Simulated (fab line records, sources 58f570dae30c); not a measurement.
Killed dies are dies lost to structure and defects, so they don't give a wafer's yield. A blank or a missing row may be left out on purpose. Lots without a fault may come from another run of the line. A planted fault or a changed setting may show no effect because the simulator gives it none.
Split-lot experiment | flow berkeley_cmos170 | 5 lots, 23 wafers read, on a route of 331 steps

THE SPLIT
At UCB170_SPACER_CVD_00 (deposits SiO2 from TEOS/O2, target thk 376 nm, time 47 s), the setting time_s was moved away from the recipe's 47 s on 6 of the 23 wafers read, by -12.7% to +4.9%. The other wafers ran this setting at the recipe's value.

FROM THE SPLIT TO THE READING: what the file shows between them, 2 steps
- UCB170_SPACER_THK_MEAS_01
- UCB170_SPACER_ANNEAL_02: time 1800 s

THE READING
oes_product_au, in a.u., at UCB170_SPACER_ETCHBACK_03 (etches SiO2 in CHF3/CF4/Ar, stops on Si, target depth 376 nm, time 100 s). Fault-free wafers of this fab line usually give 0.895 a.u., standard deviation 0.017 a.u..

wafer  | tool, chamber at the split | time_s as run, s | against the recipe | oes_product_au, a.u. | against lot-mates on the recipe
L074.1 | pecvd-01, 2                | 47               | recipe             | 0.896                | -
L074.2 | pecvd-01, 1                | 47               | recipe             | 0.903                | -
L074.3 | pecvd-01, 0                | 47               | recipe             | 0.869                | -
L074.4 | pecvd-01, 1                | 47               | recipe             | 0.903                | -
L074.5 | pecvd-01, 0                | 47               | recipe             | 0.890                | -
L075.1 | pecvd-03, 2                | 41.01            | -12.7%             | 0.795                | -0.114
L075.2 | pecvd-03, 0                | 47               | recipe             | 0.899                | -
L075.3 | pecvd-03, 1                | 41.01            | -12.7%             | 0.803                | -0.106
L075.5 | pecvd-03, 2                | 47               | recipe             | 0.886                | -
L075.6 | pecvd-03, 0                | 47               | recipe             | 0.942                | -
L080.1 | pecvd-03, 1                | 47               | recipe             | 0.893                | -
L080.3 | pecvd-03, 2                | 47               | recipe             | 0.896                | -
L080.4 | pecvd-03, 1                | 47               | recipe             | 0.912                | -
L081.1 | pecvd-03, 2                | 49.29            | +4.9%              | 0.910                | +0.017
L081.2 | pecvd-03, 0                | 47               | recipe             | 0.885                | -
L081.4 | pecvd-03, 0                | 49.29            | +4.9%              | 0.942                | +0.049
L081.5 | pecvd-03, 1                | 47               | recipe             | 0.899                | -
L081.6 | pecvd-03, 2                | 47               | recipe             | 0.894                | -
L085.1 | pecvd-02, 1                | 43.97            | -6.4%              | 0.866                | -0.032
L085.2 | pecvd-02, 0                | 47               | recipe             | 0.891                | -
L085.3 | pecvd-02, 2                | 43.97            | -6.4%              | 0.833                | -0.065
L085.5 | pecvd-02, 1                | 47               | recipe             | 0.911                | -
L085.6 | pecvd-02, 2                | 47               | recipe             | 0.892                | -

THE FIT
A straight line over all 23 wafers: oes_product_au changes by +0.00743 a.u. for each +1% of time_s; r = +0.91; the points scatter about the line by 0.015 a.u..
The same after taking each lot's own level away (the mean of its wafers on the recipe; 23 wafers): +0.0082 a.u. for each +1%; r = +0.93; scatter 0.014 a.u..
On that fit, the largest move of time_s shifts the reading by 0.1 a.u..
The lots' own levels span 0.8922 to 0.9090 a.u., that is 1.0 times the standard deviation above.
So the lot-to-lot level changes the slope little: the two slopes agree.
Check: with one of the wafers moved furthest among these (-12.7%) left out of the fit, the line predicts -0.1 a.u. for it against its lot-mates. It came out at -0.114 a.u. against them.

THE WHOLE CHAIN: every reading that the file lists as answering this split, in the file's order
step                      | what it does                                                             | reading                                                                       | change (the file's fit)                   | r (the file's)
UCB170_SPACER_CVD_00      | deposits SiO2 from TEOS/O2, target thk 376 nm, time 47 s                 | SiO2_of_SPACER_CVD_00.thk_nm (the simulator's own value, which no gauge read) | +4.1 nm for each +1% of the setting       | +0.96
UCB170_SPACER_THK_MEAS_01 |                                                                          | SPACER_TEOS_THK                                                               | +4.11 for each +1% of the setting         | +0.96
UCB170_SPACER_ETCHBACK_03 | etches SiO2 in CHF3/CF4/Ar, stops on Si, target depth 376 nm, time 100 s | oes_product_au                                                                | +0.00823 a.u. for each +1% of the setting | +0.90
UCB170_SPACER_ETCHBACK_03 | etches SiO2 in CHF3/CF4/Ar, stops on Si, target depth 376 nm, time 100 s | etch.depth_nm (the simulator's own value, which no gauge read)                | +4.39 nm for each +1% of the setting      | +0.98

THE FILE'S OWN FIT
oes_product_au changes by +0.00823 a.u. for each +1% of time_s, r = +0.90.
